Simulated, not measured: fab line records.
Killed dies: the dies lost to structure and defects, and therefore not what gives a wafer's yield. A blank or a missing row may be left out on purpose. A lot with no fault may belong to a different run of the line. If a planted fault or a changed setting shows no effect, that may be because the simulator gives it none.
fab line records ; flow berkeley-cmos170 ; part 1 of 2: steps 1 to 29 of 39
record lots=5; wafers=15; last-day=14
route steps=331 shown PFIELD@83 FIELD@89 SACOX@97 SCREENOX@100 NVT@104 PVT@115
lots untouched by any fault: they come from a run of this same line in which no faults occurred
start-h: hours from the record's opening day to when the first of the lot's shown wafers began ; wait-h: hours elapsed since this lot's preceding step ; " repeats the value in the row above ; L1.1+2: a row that stands for several wafers ; - value missing, or start not given ; * or withheld: withheld ; < > ~ a bound
route shown NAME@n: names a module that has steps shown in the file, with the first one's number in the route ; usual: mean and standard deviation over wafers with no fault ; same: alike in all rows ; chamber/n: place in a boat ; sites: the reading at each site ; _std_site: standard deviation across them ; _edge_site: mean of outer sites minus mean of inner sites ; radius-mm: for every site, how far away it sits from the centre of the wafer ; mask NAME#n: copy n ; behind: the most recent tool/chamber to have shaped the wafer ; hold: reason for holding the lot/hours on hold/outcome of the hold ; device: names the non-switching transistor (n, p or np) ; end of line: at the end of the route, the tests of the same wafers ; a step given without rows: its recipe and nothing more ; killed: not the wafer's yield, but the dies lost to structure and defects at the first sort ; map: the dies of a wafer, with x for killed, . for not killed, _ for no die there
set.NAME: the setting that was run; set.NAME@STEP: the one run at that earlier step ; model.NAME: the simulator's own value behind a step, which no gauge read
certain route steps with their lots: each step a table, each wafer a row
services: the hour from which a tool's chamber was out of use, counted from the record's first day as start-h (under 0 if before that day), plus the number of hours and why
## steps
# step UCB170_PFIELD_PEB_04
# recipe peb-temp-c=130; peb-time-s=withheld; resist=KrF
# usual exhaust-pa=44.9/0.94
lot.wafer;tool;chamber;start-h;wait-h;exhaust-pa
L076.1;litho-track-04;0;110.38;0.2;46.2
L076.3;litho-track-04;0;110.38;0.2;46.3
L076.6;litho-track-04;0;110.38;0.2;44.1
L086.2;litho-track-01;0;160.94;0.4;43.2
L086.4;litho-track-01;0;160.94;0.4;44.9
L086.5;litho-track-01;0;160.94;0.4;43.9
L090.2;litho-track-04;0;181.52;0.2;42.9
L090.5;litho-track-04;0;181.52;0.2;45.4
L090.6;litho-track-04;0;181.52;0.2;44.4
L091.3;litho-track-03;0;188.54;0.4;44.6
L091.5;litho-track-03;0;188.54;0.4;44.3
L091.6;litho-track-03;0;188.54;0.4;44.4
L097.2;litho-track-01;0;221.41;0.2;45.0
L097.3;litho-track-01;0;221.41;0.2;45.9
L097.6;litho-track-01;0;221.41;0.2;45.5
# step UCB170_PFIELD_DEVELOP_05
# recipe developer=TMAH; develop-time-s=45; resist=KrF; dev-temp-c=21
# usual exhaust-pa=45.1/0.85
lot.wafer;tool;chamber;start-h;wait-h;exhaust-pa
L076.1;litho-track-04;0;-;-;44.1
L076.3;litho-track-04;0;-;-;44.8
L076.6;litho-track-04;0;-;-;46.3
L086.2;litho-track-01;0;-;-;43.5
L086.4;litho-track-01;0;-;-;45.3
L086.5;litho-track-01;0;-;-;43.8
L090.2;litho-track-04;0;-;-;45.7
L090.5;litho-track-04;0;-;-;46.4
L090.6;litho-track-04;0;-;-;45.0
L091.3;litho-track-03;0;-;-;43.9
L091.5;litho-track-03;0;-;-;44.3
L091.6;litho-track-03;0;-;-;44.1
L097.2;litho-track-01;0;-;-;45.4
L097.3;litho-track-01;0;-;-;45.5
L097.6;litho-track-01;0;-;-;43.5
# step UCB170_PFIELD_OVL_MEAS_06
# usual PFIELD_OVL=-1/4.8
lot.wafer;tool;chamber;start-h;wait-h;PFIELD_OVL[nm]
L076.1;overlay-02;-;110.66;-;-5
L076.3;overlay-02;-;110.66;-;-13
L076.6;overlay-02;-;110.66;-;-4
L086.2;overlay-01;-;161.20;-;0
L086.4;overlay-01;-;161.20;-;0
L086.5;overlay-01;-;161.20;-;-2
L090.2;overlay-02;-;181.77;-;-2
L090.5;overlay-02;-;181.77;-;-11
L090.6;overlay-02;-;181.77;-;-2
L091.3;overlay-01;-;188.78;-;1
L091.5;overlay-01;-;188.78;-;8
L091.6;overlay-01;-;188.78;-;3
L097.2;overlay-02;-;221.67;-;-6
L097.3;overlay-02;-;221.67;-;-5
L097.6;overlay-02;-;221.67;-;-1
# step UCB170_PFIELD_IMPLANT_07
# recipe species=B; dose-cm2=2e+13; energy-kev=80; tilt-deg=7
# usual end-station-pressure-torr=5.03e-06/2.6e-07
lot.wafer;tool;chamber;start-h;wait-h;end-station-pressure-torr
L076.1;implanter-01;0;110.69;0.0;5.03e-06
L076.3;implanter-01;0;110.69;0.0;5.08e-06
L076.6;implanter-01;0;110.69;0.0;5.51e-06
L086.2;implanter-01;0;161.25;0.0;5.68e-06
L086.4;implanter-01;0;161.25;0.0;4.68e-06
L086.5;implanter-01;0;161.25;0.0;4.77e-06
L090.2;implanter-04;0;181.83;0.0;5.33e-06
L090.5;implanter-04;0;181.83;0.0;4.8e-06
L090.6;implanter-04;0;181.83;0.0;4.59e-06
L091.3;implanter-04;0;188.85;0.1;4.95e-06
L091.5;implanter-04;0;188.85;0.1;4.9e-06
L091.6;implanter-04;0;188.85;0.1;4.58e-06
L097.2;implanter-02;0;221.72;0.0;4.68e-06
L097.3;implanter-02;0;221.72;0.0;5.35e-06
L097.6;implanter-02;0;221.72;0.0;5.2e-06
# step UCB170_PFIELD_STRIP_08
# recipe chemistry=O2; power-w=400; pressure-mtorr=3500; platen-temp-c=withheld; o2-flow-sccm=400; overash-fraction=0.5
# usual drypump-motor-current-A=6.22/0.21; oes-product-au=0.734/0.0046; strip-time-to-endpoint-s=21.61/0.071
# same overash-fraction=0.5
lot.wafer;tool;chamber;start-h;wait-h;drypump-motor-current-A;oes-product-au;rf-hours-counter-h;strip-time-to-endpoint-s
L076.1;plasma-asher-01;1;110.84;0.1;6.26;0.741;33;21.59
L076.3;plasma-asher-01;1;110.84;0.1;6.29;0.725;-;21.75
L076.6;plasma-asher-01;0;110.84;0.1;6.28;0.738;-;21.71
L086.2;plasma-asher-01;0;161.38;0.1;6.28;0.743;38;21.56
L086.4;plasma-asher-01;0;161.38;0.1;6.27;0.730;-;21.59
L086.5;plasma-asher-01;0;161.38;0.1;6.28;0.738;-;21.56
L090.2;plasma-asher-04;0;181.95;0.1;6.39;0.733;53;21.70
L090.5;plasma-asher-04;0;181.95;0.1;6.39;0.733;-;21.64
L090.6;plasma-asher-04;1;181.95;0.1;6.03;0.733;-;21.63
L091.3;plasma-asher-03;0;188.99;0.1;6.57;0.730;-;21.61
L091.5;plasma-asher-03;0;188.99;0.1;6.56;0.733;-;21.61
L091.6;plasma-asher-03;1;188.99;0.1;5.87;0.725;-;21.58
L097.2;plasma-asher-04;1;221.85;0.1;6.04;0.734;57;21.55
L097.3;plasma-asher-04;0;221.85;0.1;6.37;0.741;-;21.48
L097.6;plasma-asher-04;1;221.85;0.1;6.04;0.733;-;21.61
# step UCB170_PFIELD_TW_MEAS_09
# usual PFIELD_TW=600.2/2.7
lot.wafer;tool;chamber;start-h;wait-h;PFIELD_TW
L076.1;film-metro-04;-;110.94;0.1;599.8
L076.3;film-metro-04;-;110.94;0.1;599.1
L076.6;film-metro-04;-;110.94;0.1;602.6
L086.2;film-metro-03;-;161.49;0.1;597.3
L086.4;film-metro-03;-;161.49;0.1;597.6
L086.5;film-metro-03;-;161.49;0.1;601.6
L090.2;film-metro-03;-;182.06;0.1;599.7
L090.5;film-metro-03;-;182.06;0.1;599.3
L090.6;film-metro-03;-;182.06;0.1;600.2
L091.3;film-metro-03;-;189.07;0.1;600.7
L091.5;film-metro-03;-;189.07;0.1;600.4
L091.6;film-metro-03;-;189.07;0.1;601.1
L097.2;film-metro-02;-;221.96;0.1;601.2
L097.3;film-metro-02;-;221.96;0.1;601.7
L097.6;film-metro-02;-;221.96;0.1;601.7
# step UCB170_FIELD_CLEAN_00
# recipe chemistry=dHF; dilution=25:1; time-s=7.5
lot.wafer;tool;chamber;start-h;wait-h
L076.1+3+6;wet-bench-04;1;111.00;0.1
L086.2+4+5;wet-bench-01;2;162.28;0.8
L090.2+5+6;wet-bench-03;1;182.11;0.0
L091.3+5+6;wet-bench-03;2;189.11;0.0
L097.2+3+6;wet-bench-01;3;222.01;0.0
# step UCB170_FIELD_OXIDATION_01
# recipe temp-c=1000; ambient=H2O; p-h2o-torr=584.62; target-thk-a=5583; ox-time-s=7200
lot.wafer;tool;chamber;start-h;wait-h
L076.1+3+6;furnace-01;0;115.33;4.3
L086.2+4+5;furnace-04;0;167.96;5.7
L090.2+5+6;furnace-02;0;186.41;4.3
L091.3+5+6;furnace-04;0;192.98;3.9
L097.2+3+6;furnace-01;0;226.49;4.5
# step UCB170_FIELD_THK_MEAS_02
# recipe reads=SiO2_of_FIELD_OXIDATION_01
# usual FIELD_OXIDE_THK=557/10
lot.wafer;tool;chamber;start-h;wait-h;FIELD_OXIDE_THK[nm]
L076.1;film-metro-03;-;118.33;0.0;566
L076.3;film-metro-03;-;118.33;0.0;571
L076.6;film-metro-03;-;118.33;0.0;567
L086.2;film-metro-02;-;170.97;0.0;534
L086.4;film-metro-02;-;170.97;0.0;542
L086.5;film-metro-02;-;170.97;0.0;536
L090.2;film-metro-01;-;189.42;0.0;544
L090.5;film-metro-01;-;189.42;0.0;545
L090.6;film-metro-01;-;189.42;0.0;546
L091.3;film-metro-03;-;196.00;0.0;557
L091.5;film-metro-03;-;196.00;0.0;561
L091.6;film-metro-03;-;196.00;0.0;553
L097.2;film-metro-01;-;229.50;0.0;560
L097.3;film-metro-01;-;229.50;0.0;569
L097.6;film-metro-01;-;229.50;0.0;567
# step UCB170_FIELD_ANNEAL_03
# recipe temp-c=1000; time-s=1200; ambient=N2
lot.wafer;tool;chamber;start-h;wait-h
L076.1+3+6;furnace-04;0;122.82;4.5
L086.2+4+5;furnace-02;0;174.84;3.9
L090.2+5+6;furnace-02;0;193.34;3.9
L091.3+5+6;furnace-01;0;199.64;3.6
L097.2+3+6;furnace-04;0;235.03;5.5
# step UCB170_FIELD_WET_ETCH_04
# recipe chemistry=dHF; dilution=10:1; target=SiO2; temp-c=25; time-s=60
# usual bath-heat-duty-pct=6.8/1.1
lot.wafer;tool;chamber;start-h;wait-h;bath-heat-duty-pct
L076.1;wet-bench-03;3;124.16;0.0;7.2
L076.3;wet-bench-03;3;124.16;0.0;7.3
L076.6;wet-bench-03;3;124.16;0.0;7.3
L086.2;wet-bench-03;3;176.17;0.0;7.6
L086.4;wet-bench-03;3;176.17;0.0;6.8
L086.5;wet-bench-03;3;176.17;0.0;6.9
L090.2;wet-bench-03;0;194.67;0.0;5.7
L090.5;wet-bench-03;0;194.67;0.0;6.3
L090.6;wet-bench-03;0;194.67;0.0;6.4
L091.3;wet-bench-04;0;200.98;0.0;6.5
L091.5;wet-bench-04;0;200.98;0.0;6.1
L091.6;wet-bench-04;0;200.98;0.0;5.4
L097.2;wet-bench-01;1;236.36;0.0;6.0
L097.3;wet-bench-01;1;236.36;0.0;5.1
L097.6;wet-bench-01;1;236.36;0.0;5.0
# step UCB170_FIELD_WET_ETCH_05
# recipe chemistry=H3PO4; target=Si3N4; temp-c=160; time-s=12600
# usual bath-heat-duty-pct=28/3.6
lot.wafer;tool;chamber;start-h;wait-h;bath-heat-duty-pct
L076.1;wet-bench-04;0;124.18;0.0;27
L076.3;wet-bench-04;0;124.18;0.0;26
L076.6;wet-bench-04;0;124.18;0.0;24
L086.2;wet-bench-01;0;176.20;0.0;29
L086.4;wet-bench-01;0;176.20;0.0;29
L086.5;wet-bench-01;0;176.20;0.0;29
L090.2;wet-bench-03;1;194.70;0.0;32
L090.5;wet-bench-03;1;194.70;0.0;29
L090.6;wet-bench-03;1;194.70;0.0;33
L091.3;wet-bench-03;0;201.00;0.0;27
L091.5;wet-bench-03;0;201.00;0.0;24
L091.6;wet-bench-03;0;201.00;0.0;27
L097.2;wet-bench-03;1;236.39;0.0;30
L097.3;wet-bench-03;1;236.39;0.0;31
L097.6;wet-bench-03;1;236.39;0.0;31
# step UCB170_FIELD_WET_ETCH_06
# recipe chemistry=BOE; dilution=5:1; target=SiO2; temp-c=25; time-s=22
# usual bath-heat-duty-pct=6.7/1
lot.wafer;tool;chamber;start-h;wait-h;bath-heat-duty-pct
L076.1;wet-bench-03;3;128.15;0.1;8.6
L076.3;wet-bench-03;3;128.15;0.1;8.4
L076.6;wet-bench-03;3;128.15;0.1;8.4
L086.2;wet-bench-03;2;179.71;0.0;6.3
L086.4;wet-bench-03;2;179.71;0.0;6.2
L086.5;wet-bench-03;2;179.71;0.0;5.9
L090.2;wet-bench-03;0;198.27;0.1;5.7
L090.5;wet-bench-03;0;198.27;0.1;5.9
L090.6;wet-bench-03;0;198.27;0.1;5.9
L091.3;wet-bench-03;2;204.86;0.3;7.4
L091.5;wet-bench-03;2;204.86;0.3;5.7
L091.6;wet-bench-03;2;204.86;0.3;6.5
L097.2;wet-bench-01;0;240.21;0.0;6.9
L097.3;wet-bench-01;0;240.21;0.0;7.9
L097.6;wet-bench-01;0;240.21;0.0;5.8
# step UCB170_FIELD_THK_MEAS_90
# recipe reads=SiO2_of_FIELD_OXIDATION_01
# usual FIELD_OXIDE_LEFT_1_THK=440/10
lot.wafer;tool;chamber;start-h;wait-h;FIELD_OXIDE_LEFT_1_THK[nm]
L076.1;film-metro-02;-;128.17;0.0;449
L076.3;film-metro-02;-;128.17;0.0;453
L076.6;film-metro-02;-;128.17;0.0;450
L086.2;film-metro-01;-;179.76;0.0;416
L086.4;film-metro-01;-;179.76;0.0;425
L086.5;film-metro-01;-;179.76;0.0;418
L090.2;film-metro-01;-;198.34;0.1;428
L090.5;film-metro-01;-;198.34;0.1;430
L090.6;film-metro-01;-;198.34;0.1;429
L091.3;film-metro-01;-;204.89;0.0;441
L091.5;film-metro-01;-;204.89;0.0;444
L091.6;film-metro-01;-;204.89;0.0;437
L097.2;film-metro-03;-;240.24;0.0;444
L097.3;film-metro-03;-;240.24;0.0;452
L097.6;film-metro-03;-;240.24;0.0;450
# step UCB170_SACOX_CLEAN_00
# recipe chemistry=dHF; dilution=25:1; time-s=7.5
lot.wafer;tool;chamber;start-h;wait-h
L076.1+3+6;wet-bench-03;0;128.23;0.1
L086.2+4+5;wet-bench-03;0;179.81;0.0
L090.2+5+6;wet-bench-03;2;198.64;0.3
L091.3+5+6;wet-bench-03;1;205.07;0.2
L097.2+3+6;wet-bench-02;2;240.29;0.0
# step UCB170_SACOX_OXIDATION_01
# recipe temp-c=900; ambient=O2; target-thk-a=144; ox-time-s=2400
lot.wafer;tool;chamber;start-h;wait-h
L076.1+3+6;furnace-01;0;135.16;6.9
L086.2+4+5;furnace-01;0;184.04;4.2
L090.2+5+6;furnace-04;0;204.16;5.5
L091.3+5+6;furnace-04;0;208.33;3.2
L097.2+3+6;furnace-04;0;246.89;6.6
# step UCB170_SACOX_THK_MEAS_02
# recipe reads=SiO2_of_SACOX_OXIDATION_01
# usual SACOX_OXIDE_THK=14.34/0.23
lot.wafer;tool;chamber;start-h;wait-h;SACOX_OXIDE_THK[nm]
L076.1;film-metro-01;-;136.83;0.0;14.53
L076.3;film-metro-01;-;136.83;0.0;14.65
L076.6;film-metro-01;-;136.83;0.0;14.74
L086.2;film-metro-04;-;185.79;0.1;14.49
L086.4;film-metro-04;-;185.79;0.1;14.30
L086.5;film-metro-04;-;185.79;0.1;14.30
L090.2;film-metro-03;-;205.84;0.0;14.27
L090.5;film-metro-03;-;205.84;0.0;14.37
L090.6;film-metro-03;-;205.84;0.0;14.39
L091.3;film-metro-04;-;210.01;0.0;14.18
L091.5;film-metro-04;-;210.01;0.0;13.73
L091.6;film-metro-04;-;210.01;0.0;14.01
L097.2;film-metro-03;-;248.57;0.0;13.73
L097.3;film-metro-03;-;248.57;0.0;14.13
L097.6;film-metro-03;-;248.57;0.0;14.02
# step UCB170_SCREENOX_WET_ETCH_00
# recipe chemistry=dHF; dilution=25:1; target=SiO2; temp-c=25; time-s=200
# usual bath-heat-duty-pct=6.7/1
lot.wafer;tool;chamber;start-h;wait-h;bath-heat-duty-pct
L076.1;wet-bench-03;3;136.89;0.1;7.7
L076.3;wet-bench-03;3;136.89;0.1;7.7
L076.6;wet-bench-03;3;136.89;0.1;6.6
L086.2;wet-bench-03;0;185.96;0.2;6.3
L086.4;wet-bench-03;0;185.96;0.2;5.5
L086.5;wet-bench-03;0;185.96;0.2;6.5
L090.2;wet-bench-03;3;205.89;0.0;6.9
L090.5;wet-bench-03;3;205.89;0.0;8.5
L090.6;wet-bench-03;3;205.89;0.0;8.4
L091.3;wet-bench-03;0;210.49;0.5;6.0
L091.5;wet-bench-03;0;210.49;0.5;6.4
L091.6;wet-bench-03;0;210.49;0.5;6.0
L097.2;wet-bench-02;2;248.62;0.0;6.0
L097.3;wet-bench-02;2;248.62;0.0;6.2
L097.6;wet-bench-02;2;248.62;0.0;5.2
# step UCB170_SCREENOX_OXIDATION_01
# recipe temp-c=900; ambient=O2; target-thk-a=144; ox-time-s=2400
lot.wafer;tool;chamber;start-h;wait-h
L076.1+3+6;furnace-04;0;141.46;4.5
L086.2+4+5;furnace-04;0;189.96;3.9
L090.2+5+6;furnace-04;0;209.99;4.0
L091.3+5+6;furnace-02;0;215.76;5.2
L097.2+3+6;furnace-02;0;254.16;5.5
# step UCB170_SCREENOX_THK_MEAS_02
# recipe reads=SiO2_of_SCREENOX_OXIDATION_01
# usual SCREENOX_OXIDE_THK=14.19/0.25
lot.wafer;tool;chamber;start-h;wait-h;SCREENOX_OXIDE_THK[nm]
L076.1;film-metro-01;-;143.12;0.0;14.27
L076.3;film-metro-01;-;143.12;0.0;14.16
L076.6;film-metro-01;-;143.12;0.0;14.01
L086.2;film-metro-01;-;191.64;0.0;14.04
L086.4;film-metro-01;-;191.64;0.0;14.46
L086.5;film-metro-01;-;191.64;0.0;14.09
L090.2;film-metro-01;-;211.67;0.0;14.14
L090.5;film-metro-01;-;211.67;0.0;14.25
L090.6;film-metro-01;-;211.67;0.0;14.06
L091.3;film-metro-04;-;217.44;0.0;13.53
L091.5;film-metro-04;-;217.44;0.0;13.76
L091.6;film-metro-04;-;217.44;0.0;13.89
L097.2;film-metro-02;-;255.84;0.0;14.36
L097.3;film-metro-02;-;255.84;0.0;14.36
L097.6;film-metro-02;-;255.84;0.0;14.36
# step UCB170_SCREENOX_ANNEAL_03
# recipe temp-c=900; time-s=900; ambient=N2
lot.wafer;tool;chamber;start-h;wait-h
L076.1+3+6;furnace-04;0;150.81;7.7
L086.2+4+5;furnace-01;0;197.14;5.5
L090.2+5+6;furnace-01;0;216.14;4.5
L091.3+5+6;furnace-04;0;222.24;4.8
L097.2+3+6;furnace-01;0;261.98;6.1
# step UCB170_NVT_HMDS_00
# recipe prime-time-s=60; prime-temp-c=100
# usual exhaust-pa=44.9/0.89
lot.wafer;tool;chamber;start-h;wait-h;exhaust-pa
L076.1;litho-track-04;0;152.06;0.0;43.5
L076.3;litho-track-04;0;152.06;0.0;44.1
L076.6;litho-track-04;0;152.06;0.0;44.8
L086.2;litho-track-02;0;198.42;0.0;46.3
L086.4;litho-track-02;0;198.42;0.0;45.6
L086.5;litho-track-02;0;198.42;0.0;44.6
L090.2;litho-track-03;0;217.74;0.3;44.4
L090.5;litho-track-03;0;217.74;0.3;43.2
L090.6;litho-track-03;0;217.74;0.3;44.1
L091.3;litho-track-03;0;223.54;0.1;44.3
L091.5;litho-track-03;0;223.54;0.1;44.2
L091.6;litho-track-03;0;223.54;0.1;44.4
L097.2;litho-track-02;0;263.25;0.0;45.2
L097.3;litho-track-02;0;263.25;0.0;45.8
L097.6;litho-track-02;0;263.25;0.0;45.9
# step UCB170_NVT_COAT_01
# recipe resist=KrF; spin-rpm=1500; resist-thk-nm=900
# usual exhaust-pa=44.8/0.88
lot.wafer;tool;chamber;start-h;wait-h;exhaust-pa
L076.1;litho-track-04;0;152.21;0.1;44.1
L076.3;litho-track-04;0;152.21;0.1;44.3
L076.6;litho-track-04;0;152.21;0.1;44.8
L086.2;litho-track-02;0;198.57;0.1;44.3
L086.4;litho-track-02;0;198.57;0.1;42.5
L086.5;litho-track-02;0;198.57;0.1;42.9
L090.2;litho-track-03;0;217.89;0.1;45.2
L090.5;litho-track-03;0;217.89;0.1;45.2
L090.6;litho-track-03;0;217.89;0.1;44.9
L091.3;litho-track-03;0;223.69;0.1;45.8
L091.5;litho-track-03;0;223.69;0.1;45.9
L091.6;litho-track-03;0;223.69;0.1;45.0
L097.2;litho-track-02;0;263.40;0.1;45.7
L097.3;litho-track-02;0;263.40;0.1;45.2
L097.6;litho-track-02;0;263.40;0.1;43.9
# step UCB170_NVT_SOFTBAKE_02
# recipe resist=KrF; temp-c=130; time-s=60
# usual exhaust-pa=44.9/0.88
lot.wafer;tool;chamber;start-h;wait-h;exhaust-pa
L076.1;litho-track-04;0;152.36;0.1;44.8
L076.3;litho-track-04;0;152.36;0.1;44.5
L076.6;litho-track-04;0;152.36;0.1;45.2
L086.2;litho-track-02;0;198.72;0.1;44.4
L086.4;litho-track-02;0;198.72;0.1;44.5
L086.5;litho-track-02;0;198.72;0.1;44.1
L090.2;litho-track-03;0;218.04;0.1;42.8
L090.5;litho-track-03;0;218.04;0.1;44.7
L090.6;litho-track-03;0;218.04;0.1;43.7
L091.3;litho-track-03;0;223.84;0.1;44.6
L091.5;litho-track-03;0;223.84;0.1;46.4
L091.6;litho-track-03;0;223.84;0.1;45.4
L097.2;litho-track-02;0;263.55;0.1;43.8
L097.3;litho-track-02;0;263.55;0.1;45.2
L097.6;litho-track-02;0;263.55;0.1;44.9
# step UCB170_NVT_EXPOSE_03
# recipe mask-id=PWELL; target-cd-nm=3000; na=0.5; sigma-outer=0.6; source-shape=conventional; dose-mj=30
# usual stage-vel-mm-s=499.98/0.22
lot.wafer;tool;chamber;start-h;wait-h;mask;stage-vel-mm-s
L076.1;krf-scanner-02;0;152.63;0.2;PWELL#0;500.07
L076.3;krf-scanner-02;0;152.63;0.2;PWELL#0;500.02
L076.6;krf-scanner-02;0;152.63;0.2;PWELL#0;499.87
L086.2;krf-scanner-01;0;199.10;0.4;PWELL#0;499.79
L086.4;krf-scanner-01;0;199.10;0.4;PWELL#0;499.98
L086.5;krf-scanner-01;0;199.10;0.4;PWELL#0;499.94
L090.2;krf-scanner-02;0;218.35;0.3;PWELL#0;499.92
L090.5;krf-scanner-02;0;218.35;0.3;PWELL#0;500.16
L090.6;krf-scanner-02;0;218.35;0.3;PWELL#0;499.88
L091.3;krf-scanner-02;0;224.21;0.3;PWELL#0;500.07
L091.5;krf-scanner-02;0;224.21;0.3;PWELL#0;500.20
L091.6;krf-scanner-02;0;224.21;0.3;PWELL#0;500.56
L097.2;krf-scanner-01;0;263.94;0.4;PWELL#0;500.37
L097.3;krf-scanner-01;0;263.94;0.4;PWELL#0;500.13
L097.6;krf-scanner-01;0;263.94;0.4;PWELL#0;500.26
# step UCB170_NVT_PEB_04
# recipe peb-temp-c=130; peb-time-s=withheld; resist=KrF
# usual exhaust-pa=45.1/1
lot.wafer;tool;chamber;start-h;wait-h;exhaust-pa
L076.1;litho-track-04;0;152.75;0.1;44.7
L076.3;litho-track-04;0;152.75;0.1;45.0
L076.6;litho-track-04;0;152.75;0.1;44.5
L086.2;litho-track-02;0;199.59;0.5;44.5
L086.4;litho-track-02;0;199.59;0.5;46.1
L086.5;litho-track-02;0;199.59;0.5;45.6
L090.2;litho-track-02;0;218.70;0.3;46.2
L090.5;litho-track-02;0;218.70;0.3;46.4
L090.6;litho-track-02;0;218.70;0.3;45.6
L091.3;litho-track-02;0;224.93;0.7;44.5
L091.5;litho-track-02;0;224.93;0.7;43.9
L091.6;litho-track-02;0;224.93;0.7;44.0
L097.2;litho-track-03;0;264.60;0.6;45.3
L097.3;litho-track-03;0;264.60;0.6;44.5
L097.6;litho-track-03;0;264.60;0.6;45.1
# step UCB170_NVT_DEVELOP_05
# recipe developer=TMAH; develop-time-s=45; resist=KrF; dev-temp-c=21
# usual exhaust-pa=44.8/0.84
lot.wafer;tool;chamber;start-h;wait-h;exhaust-pa
L076.1;litho-track-04;0;-;-;44.4
L076.3;litho-track-04;0;-;-;46.5
L076.6;litho-track-04;0;-;-;47.2
L086.2;litho-track-02;0;-;-;44.3
L086.4;litho-track-02;0;-;-;43.8
L086.5;litho-track-02;0;-;-;45.0
L090.2;litho-track-02;0;-;-;44.6
L090.5;litho-track-02;0;-;-;43.5
L090.6;litho-track-02;0;-;-;43.3
L091.3;litho-track-02;0;-;-;43.9
L091.5;litho-track-02;0;-;-;44.2
L091.6;litho-track-02;0;-;-;43.9
L097.2;litho-track-03;0;-;-;45.4
L097.3;litho-track-03;0;-;-;44.9
L097.6;litho-track-03;0;-;-;44.9
# step UCB170_NVT_OVL_MEAS_06
# usual NVT_OVL=-3/5.8
lot.wafer;tool;chamber;start-h;wait-h;NVT_OVL[nm]
L076.1;overlay-01;-;153.02;-;-3
L076.3;overlay-01;-;153.02;-;0
L076.6;overlay-01;-;153.02;-;2
L086.2;overlay-01;-;199.85;-;-6
L086.4;overlay-01;-;199.85;-;-14
L086.5;overlay-01;-;199.85;-;-1
L090.2;overlay-02;-;218.96;-;1
L090.5;overlay-02;-;218.96;-;-3
L090.6;overlay-02;-;218.96;-;5
L091.3;overlay-01;-;225.17;-;0
L091.5;overlay-01;-;225.17;-;3
L091.6;overlay-01;-;225.17;-;4
L097.2;overlay-02;-;264.86;-;-9
L097.3;overlay-02;-;264.86;-;-9
L097.6;overlay-02;-;264.86;-;-5
# step UCB170_NVT_IMPLANT_07
# recipe species=BF2; dose-cm2=3e+12; energy-kev=50; tilt-deg=7
# usual end-station-pressure-torr=5.03e-06/2.9e-07
lot.wafer;tool;chamber;start-h;wait-h;end-station-pressure-torr
L076.1;implanter-03;0;153.06;0.0;5.59e-06
L076.3;implanter-03;0;153.06;0.0;4.72e-06
L076.6;implanter-03;0;153.06;0.0;4.93e-06
L086.2;implanter-04;0;199.90;0.0;4.75e-06
L086.4;implanter-04;0;199.90;0.0;5.21e-06
L086.5;implanter-04;0;199.90;0.0;5.39e-06
L090.2;implanter-01;0;219.01;0.0;5.04e-06
L090.5;implanter-01;0;219.01;0.0;5.09e-06
L090.6;implanter-01;0;219.01;0.0;5.69e-06
L091.3;implanter-04;0;225.24;0.1;4.86e-06
L091.5;implanter-04;0;225.24;0.1;5.51e-06
L091.6;implanter-04;0;225.24;0.1;5.06e-06
L097.2;implanter-04;0;264.91;0.0;5.18e-06
L097.3;implanter-04;0;264.91;0.0;5.53e-06
L097.6;implanter-04;0;264.91;0.0;5.37e-06
